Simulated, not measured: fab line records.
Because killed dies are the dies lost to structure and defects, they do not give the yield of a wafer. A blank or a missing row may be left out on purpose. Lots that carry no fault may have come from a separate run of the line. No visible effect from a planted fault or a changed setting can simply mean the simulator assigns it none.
The tool behind it: which one? / flow rit cmos / 15 lots, 45 wafers sampled, at 4 steps of a route of 202

## WHAT THE GAUGES SHOWED, per wafer
RIT_FOX2_THK_MEAS_01. Usual: FOX2_OXIDE_THK 351 nm, standard deviation 5.
lot=L856; measured=day 1 20:54; on=film metro-04; FOX2_OXIDE_THK (nm)=354 359 351; flag=
lot=L857; measured=day 2 01:55; on=film metro-02; FOX2_OXIDE_THK (nm)=535 520 524; flag=OFF
lot=L858; measured=day 2 07:07; on=film metro-02; FOX2_OXIDE_THK (nm)=346 355 353; flag=
lot=L860; measured=day 2 16:56; on=film metro-01; FOX2_OXIDE_THK (nm)=538 532 539; flag=OFF
lot=L865; measured=day 3 19:10; on=film metro-01; FOX2_OXIDE_THK (nm)=360 358 359; flag=
lot=L868; measured=day 4 10:56; on=film metro-01; FOX2_OXIDE_THK (nm)=527 508 520; flag=OFF
lot=L869; measured=day 4 13:20; on=film metro-02; FOX2_OXIDE_THK (nm)=352 345 347; flag=
lot=L870; measured=day 5 00:51; on=film metro-02; FOX2_OXIDE_THK (nm)=349 349 348; flag=
lot=L873; measured=day 5 12:20; on=film metro-01; FOX2_OXIDE_THK (nm)=352 348 344; flag=
lot=L874; measured=day 5 18:02; on=film metro-04; FOX2_OXIDE_THK (nm)=355 355 361; flag=
lot=L875; measured=day 5 21:44; on=film metro-01; FOX2_OXIDE_THK (nm)=355 353 356; flag=
lot=L876; measured=day 6 11:47; on=film metro-01; FOX2_OXIDE_THK (nm)=349 353 354; flag=
lot=L877; measured=day 6 11:47; on=film metro-02; FOX2_OXIDE_THK (nm)=348 341 344; flag=
lot=L878; measured=day 7 01:49; on=film metro-01; FOX2_OXIDE_THK (nm)=339 341 341; flag=
lot=L879; measured=day 7 01:50; on=film metro-04; FOX2_OXIDE_THK (nm)=338 346 352; flag=

RIT_FOX2_THK_MEAS_90. Usual: FIELD_OXIDE_LEFT_1_THK 324 nm, standard deviation 5.
lot=L856; measured=day 1 21:47; on=film metro-04; FIELD_OXIDE_LEFT_1_THK (nm)=327 331 324; flag=
lot=L857; measured=day 2 02:50; on=film metro-01; FIELD_OXIDE_LEFT_1_THK (nm)=508 493 498; flag=OFF
lot=L858; measured=day 2 07:59; on=film metro-04; FIELD_OXIDE_LEFT_1_THK (nm)=319 328 325; flag=
lot=L860; measured=day 2 17:49; on=film metro-01; FIELD_OXIDE_LEFT_1_THK (nm)=512 505 511; flag=OFF
lot=L865; measured=day 3 20:03; on=film metro-01; FIELD_OXIDE_LEFT_1_THK (nm)=333 331 332; flag=
lot=L868; measured=day 4 11:53; on=film metro-02; FIELD_OXIDE_LEFT_1_THK (nm)=500 481 494; flag=OFF
lot=L869; measured=day 4 14:17; on=film metro-01; FIELD_OXIDE_LEFT_1_THK (nm)=325 317 319; flag=
lot=L870; measured=day 5 01:44; on=film metro-01; FIELD_OXIDE_LEFT_1_THK (nm)=321 321 320; flag=
lot=L873; measured=day 5 13:18; on=film metro-04; FIELD_OXIDE_LEFT_1_THK (nm)=325 321 318; flag=
lot=L874; measured=day 5 18:55; on=film metro-04; FIELD_OXIDE_LEFT_1_THK (nm)=328 328 333; flag=
lot=L875; measured=day 5 22:37; on=film metro-02; FIELD_OXIDE_LEFT_1_THK (nm)=328 326 329; flag=
lot=L876; measured=day 6 12:44; on=film metro-04; FIELD_OXIDE_LEFT_1_THK (nm)=321 325 327; flag=
lot=L877; measured=day 6 12:44; on=film metro-02; FIELD_OXIDE_LEFT_1_THK (nm)=320 313 316; flag=
lot=L878; measured=day 7 02:41; on=film metro-02; FIELD_OXIDE_LEFT_1_THK (nm)=312 313 314; flag=
lot=L879; measured=day 7 02:43; on=film metro-01; FIELD_OXIDE_LEFT_1_THK (nm)=311 319 325; flag=

RIT_FOX2_THK_MEAS_91. Usual: FIELD_OXIDE_LEFT_2_THK 256 nm, standard deviation 4.9.
lot=L856; measured=day 2 10:05; on=film metro-04; FIELD_OXIDE_LEFT_2_THK (nm)=258 262 255; flag=
lot=L857; measured=day 2 16:55; on=film metro-01; FIELD_OXIDE_LEFT_2_THK (nm)=440 424 429; flag=OFF
lot=L858; measured=day 2 20:39; on=film metro-01; FIELD_OXIDE_LEFT_2_THK (nm)=251 260 258; flag=
lot=L860; measured=day 3 07:12; on=film metro-04; FIELD_OXIDE_LEFT_2_THK (nm)=444 438 444; flag=OFF
lot=L865; measured=day 4 10:37; on=film metro-02; FIELD_OXIDE_LEFT_2_THK (nm)=265 263 265; flag=
lot=L868; measured=day 5 00:38; on=film metro-01; FIELD_OXIDE_LEFT_2_THK (nm)=431 413 425; flag=OFF
lot=L869; measured=day 5 05:31; on=film metro-01; FIELD_OXIDE_LEFT_2_THK (nm)=257 250 252; flag=
lot=L870; measured=day 5 15:05; on=film metro-01; FIELD_OXIDE_LEFT_2_THK (nm)=253 253 252; flag=
lot=L873; measured=day 6 06:38; on=film metro-02; FIELD_OXIDE_LEFT_2_THK (nm)=256 252 249; flag=
lot=L874; measured=day 6 07:47; on=film metro-04; FIELD_OXIDE_LEFT_2_THK (nm)=260 260 265; flag=
lot=L875; measured=day 6 14:57; on=film metro-01; FIELD_OXIDE_LEFT_2_THK (nm)=260 257 260; flag=
lot=L876; measured=day 7 04:44; on=film metro-04; FIELD_OXIDE_LEFT_2_THK (nm)=254 258 260; flag=
lot=L877; measured=day 7 04:59; on=film metro-01; FIELD_OXIDE_LEFT_2_THK (nm)=253 246 249; flag=
lot=L878; measured=day 7 18:28; on=film metro-02; FIELD_OXIDE_LEFT_2_THK (nm)=244 247 247; flag=
lot=L879; measured=day 7 18:29; on=film metro-04; FIELD_OXIDE_LEFT_2_THK (nm)=242 250 256; flag=

## WHAT TOOL EACH LOT RAN ON (gives the tool, then ch and the chambers of the sampled wafers, and finally the start)
lot=L856; RIT_FOX2_OXIDATION_00=furnace-01 ch 0, day 1 19:35
lot=L857; RIT_FOX2_OXIDATION_00=furnace-01 ch 0, day 1 22:54
lot=L858; RIT_FOX2_OXIDATION_00=furnace-03 ch 0, day 2 05:47
lot=L860; RIT_FOX2_OXIDATION_00=furnace-03 ch 0, day 2 14:02
lot=L865; RIT_FOX2_OXIDATION_00=furnace-01 ch 0, day 3 17:51
lot=L868; RIT_FOX2_OXIDATION_00=furnace-01 ch 0, day 4 07:38 and furnace-03 ch 0, day 4 09:38
lot=L869; RIT_FOX2_OXIDATION_00=furnace-04 ch 0, day 4 12:02
lot=L870; RIT_FOX2_OXIDATION_00=furnace-03 ch 0, day 4 23:31
lot=L873; RIT_FOX2_OXIDATION_00=furnace-01 ch 0, day 5 11:01
lot=L874; RIT_FOX2_OXIDATION_00=furnace-03 ch 0, day 5 16:43
lot=L875; RIT_FOX2_OXIDATION_00=furnace-03 ch 0, day 5 20:25
lot=L876; RIT_FOX2_OXIDATION_00=furnace-01 ch 0, day 6 10:29
lot=L877; RIT_FOX2_OXIDATION_00=furnace-01 ch 0, day 6 10:29
lot=L878; RIT_FOX2_OXIDATION_00=furnace-01 ch 0, day 7 00:30
lot=L879; RIT_FOX2_OXIDATION_00=furnace-01 ch 0, day 7 00:30
- RIT_FOX2_OXIDATION_00: target thk 350.7 nm, ox time 1130 s.

## AS READ BY THE TOOLS THEMSELVES (means over the sampled wafers that have a number; for cases with no such wafer, the mark the record gives instead)
RIT_FOX2_OXIDATION_00. Usual: tube center temp C 1100 C, standard deviation 0.1; zone power load pct 48.0 %, standard deviation 1.1.
lot=L856; tool=furnace-01; tube center temp C (C)=1100; zone power load pct (%)=47.7; flag=
lot=L857; tool=furnace-01; tube center temp C (C)=1100; zone power load pct (%)=47.4; flag=
lot=L858; tool=furnace-03; tube center temp C (C)=1100; zone power load pct (%)=49.3; flag=
lot=L860; tool=furnace-03; tube center temp C (C)=1100; zone power load pct (%)=48.9; flag=
lot=L865; tool=furnace-01; tube center temp C (C)=1100; zone power load pct (%)=47.5; flag=
lot=L868; tool=furnace-01/furnace-03; tube center temp C (C)=1100; zone power load pct (%)=48.7; flag=
lot=L869; tool=furnace-04; tube center temp C (C)=1100; zone power load pct (%)=47.1; flag=
lot=L870; tool=furnace-03; tube center temp C (C)=1100; zone power load pct (%)=49.3; flag=
lot=L873; tool=furnace-01; tube center temp C (C)=1100; zone power load pct (%)=47.7; flag=
lot=L874; tool=furnace-03; tube center temp C (C)=1100; zone power load pct (%)=49.3; flag=
lot=L875; tool=furnace-03; tube center temp C (C)=1100; zone power load pct (%)=49.8; flag=
lot=L876; tool=furnace-01; tube center temp C (C)=1100; zone power load pct (%)=47.8; flag=
lot=L877; tool=furnace-01; tube center temp C (C)=1100; zone power load pct (%)=47.4; flag=
lot=L878; tool=furnace-01; tube center temp C (C)=1100; zone power load pct (%)=47.1; flag=
lot=L879; tool=furnace-01; tube center temp C (C)=1100; zone power load pct (%)=47.7; flag=

## THE ANSWER, worked out from the rows above alone
Rule: a lot is off if the mean of its wafers that have a number lies more than 3 standard deviations from the usual mean. A lot without any number at a reading at which 4 lots or more have one is off too. Where the step has rows for the other lots, those lots are counted as sound. First the gauges in route order, then the tools' own readings, where a lot's mean is used as printed above. The first step at which some lot is off is used, and at that step the reading that is off furthest; a lot without a number counts as furthest.
Off: at RIT_FOX2_THK_MEAS_01 (FOX2_OXIDE_THK), L857, L860, L868.
If a tool, at a process step before that reading, ran all the lots that are off and no sound lot after the first of them, it fits. Gauges at RIT_FOX2_THK_MEAS_01: tried the same way as those tools. None of those tried fits.

## WHAT WAS PUT IN BY THE SIMULATOR
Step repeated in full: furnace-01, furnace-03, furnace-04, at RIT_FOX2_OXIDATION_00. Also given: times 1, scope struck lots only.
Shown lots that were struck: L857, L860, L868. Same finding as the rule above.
